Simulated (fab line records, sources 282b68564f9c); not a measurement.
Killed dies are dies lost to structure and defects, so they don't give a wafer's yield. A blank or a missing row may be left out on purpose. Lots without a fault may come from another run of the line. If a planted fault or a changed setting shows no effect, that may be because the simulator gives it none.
Comparing a struck lot with a sound one || flow ritCmos || 18 out of 202 route steps
Sound: these wafers, L237.1, L237.3, L237.4. Struck: wafers L249.4, L249.5, L249.6. At the end, the cause is stated.
Each step with rows lists, per side, the tool, then ch with its chambers, then its first start. Under that, the readings that differ: sound wafers || struck wafers || difference of the means || sigmas: that difference in standard deviations of wafers without a fault.
alike: same words and numbers on both sides, and readings whose means sit less than 2 such deviations apart. not compared: any withheld reading, any reading some wafer has no value for, any bound like >300 that may hide the same value, and any number with overlapping values for which the record gives no deviation.
The two part at a step that has a row with sigmas, a row that says differs or no value, or rows on one side only. Numbers that have no deviation but don't overlap get no sigmas and don't part them. A reading missing from all wafers of one side parts the sides only when that side holds two or more wafers.

first, 5 steps without rows for these wafers: RIT_NSD_COAT_01 (resist thk 1000 nm); RIT_NSD_SOFTBAKE_02 (time 60 s); RIT_NSD_EXPOSE_03 (exposes mask M9, target cd 40700 nm); RIT_NSD_PEB_04; RIT_NSD_DEVELOP_05 (develop time 50 s).
RIT_NSD_OVL_MEAS_06:
  sound: overlay-02 at day 3 16:59; struck: overlay-01 at day 6 02:31
{"reading": "NSD_OVL (nm)", "sound": "3.2 1.6 2.7", "struck": "-1.8 -1.5 -0.6", "difference": -3.8, "sigmas": -3}
then, 2 steps without rows for these wafers: RIT_NSD_HARDBAKE_07 (time 60 s); RIT_NSD_IMPLANT_08.
RIT_NSD_STRIP_09: strips in O2, time 180 s.
  sound on plasmaAsher-03 ch 0,1, day 3 17:23; struck on plasmaAsher-02 ch 0,1, day 6 03:00
  alike: drypumpMotorCurrentA
  not compared: rfHoursCounterH
RIT_NSD_TW_MEAS_10:
  sound: filmMetro-03 at day 3 17:34; struck: filmMetro-04 at day 6 03:08
  alike: NSD_TW
then, 2 steps without rows for these wafers: RIT_PSD_HMDS_00 (prime time 60 s); RIT_PSD_COAT_01 (resist thk 1000 nm).
RIT_PSD_SOFTBAKE_02: time 60 s.
  sound on lithoTrack-04 ch 0, day 3 17:56; struck on lithoTrack-01 ch 0, day 6 03:33
{"reading": "heaterPowerTotalW (W)", "sound": "34.51 34.55 34.52", "struck": "35.70 35.70 35.71", "difference": "+1.18", "sigmas": "+24"}
{"reading": "plateTempC (C)", "sound": "90.14 90.07 90.18", "struck": "92.24 92.14 92.03", "difference": "+2.01", "sigmas": "+14"}
{"reading": "model.NOVOLAK_of_PSD_COAT_01.thkNm (nm)", "sound": "1002 1003 1004", "struck": "994.4 994.9 997.6", "difference": -7.4, "sigmas": ""}
then, 2 steps without rows for these wafers: RIT_PSD_EXPOSE_03 (exposes mask M10, target cd 40900 nm); RIT_PSD_PEB_04.
RIT_PSD_DEVELOP_05: develop time 50 s.
  sound on lithoTrack-01 ch 0; struck on lithoTrack-01 ch 0
{"reading": "model.NOVOLAK_of_PSD_COAT_01.thkNm (nm)", "sound": "1002 1003 1004", "struck": "994.1 994.5 997.2", "difference": -7.7, "sigmas": ""}
  alike: developerTempC
RIT_PSD_OVL_MEAS_06:
  sound: overlay-02 at day 3 18:36; struck: overlay-01 at day 6 04:02
  alike: PSD_OVL
RIT_M1_PROBE_99:
  rows exist in the record for the sound wafers here (prober-02, day 4 03:32), none for the struck ones

## WHERE THEY PART
Earliest at RIT_NSD_OVL_MEAS_06; latest, in this record, at RIT_M1_PROBE_99.

WHY: what had been put in by the simulator
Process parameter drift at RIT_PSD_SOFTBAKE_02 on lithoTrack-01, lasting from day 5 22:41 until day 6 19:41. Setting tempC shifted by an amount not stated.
